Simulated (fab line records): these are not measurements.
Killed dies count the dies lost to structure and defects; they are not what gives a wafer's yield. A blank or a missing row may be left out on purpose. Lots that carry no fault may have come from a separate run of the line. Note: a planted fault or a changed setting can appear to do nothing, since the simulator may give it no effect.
One fault through the eyes of 2 desks | flow ritCmos | what lay behind the numbers comes last; until then each desk has only its own

== METROLOGY DESK ==
Means of the sampled wafers that have a number, per lot and without regard to the tool the lot ran on: this is what the gauges read. Any lot whose mean is over 4 standard deviations away from the usual mean is out of limits and marked OUT; that distance is given in the brackets.
Columns: A = cdNm at RIT_M1_CD_MEAS_90, usual 2598.9 nm
lot  | first seen here | A
L268 | day 3 12:32     | 2598.6
L269 | day 3 15:43     | 2598.1
L270 | day 3 19:26     | 2602.5
L273 | day 4 11:16     | 2599.2
L274 | day 4 20:49     | 2588.4 (-4.0) OUT
L275 | day 5 00:41     | 2602.8
L277 | day 5 09:07     | 2593.6
L281 | day 6 07:11     | 2597.7
L282 | day 6 12:17     | 2602.5
L284 | day 6 17:43     | 2598.1
L287 | day 7 08:34     | 2596.1
L288 | day 7 16:26     | 2598.9
L289 | day 8 05:00     | 2600.8
L291 | day 8 06:59     | 2594.8
Finding of this desk: L274 out of limits; the first was L274 at day 4 20:49, on cdNm at RIT_M1_CD_MEAS_90. L268, L269, L270, L273, L275, L277, L281, L282, L284, L287, L288, L289, L291 stayed within limits.

== FOR THE TOOL OWNER'S DESK: rieMetal-04 ==
The tool's own readings at RIT_M1_METAL_ETCH_12 (etches Al in Cl2/BCl3, stops on SiO2, time 165 s, target depth 600 nm): means of the sampled wafers that have a number, for each lot that ran on this tool. Any lot whose mean is over 4 standard deviations away from the usual mean is out of limits and marked OUT; that distance is given in the brackets.
Columns: A = drypumpMotorCurrentA at RIT_M1_METAL_ETCH_12, usual 5.6 A; B = oesProductAu at RIT_M1_METAL_ETCH_12, usual 0.764 a.u.; C = throttleValvePct at RIT_M1_METAL_ETCH_12, usual 8.05 %
lot  | first seen here | A   | B                | C
L268 | day 3 12:01     | 5.4 | 0.749            | 8.07
L274 | day 4 20:17     | 5.3 | 0.657 (-13) OUT  | 8.08
L277 | day 5 08:36     | 5.3 | 0.688 (-9.0) OUT | 8.07
L291 | day 8 06:29     | 5.4 | 0.758            | 8.06
Finding of this desk: L274, L277 out of limits; the first was L274 at day 4 20:17, on oesProductAu at RIT_M1_METAL_ETCH_12. L268, L291 stayed within limits.

== PUT TOGETHER ==
On L274, L277, at day 4 20:17, an alarm was possible from the tool owner's desk.
At day 4 20:49 the metrology desk could have sounded an alarm, on L274.
The metrology desk has L277 on record, within its limits.
On rieMetal-04, each named lot ran RIT_M1_METAL_ETCH_12.

== WHAT HAD BEEN PUT IN BY THE SIMULATOR ==
rieMetal-04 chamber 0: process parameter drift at RIT_M1_METAL_ETCH_12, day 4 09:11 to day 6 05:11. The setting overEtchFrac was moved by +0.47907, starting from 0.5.
Lots struck among those shown: L274, L277.
Hours from the fault's start to each desk's first reading out of limits: the tool owner's desk, 11; the metrology desk, 12.
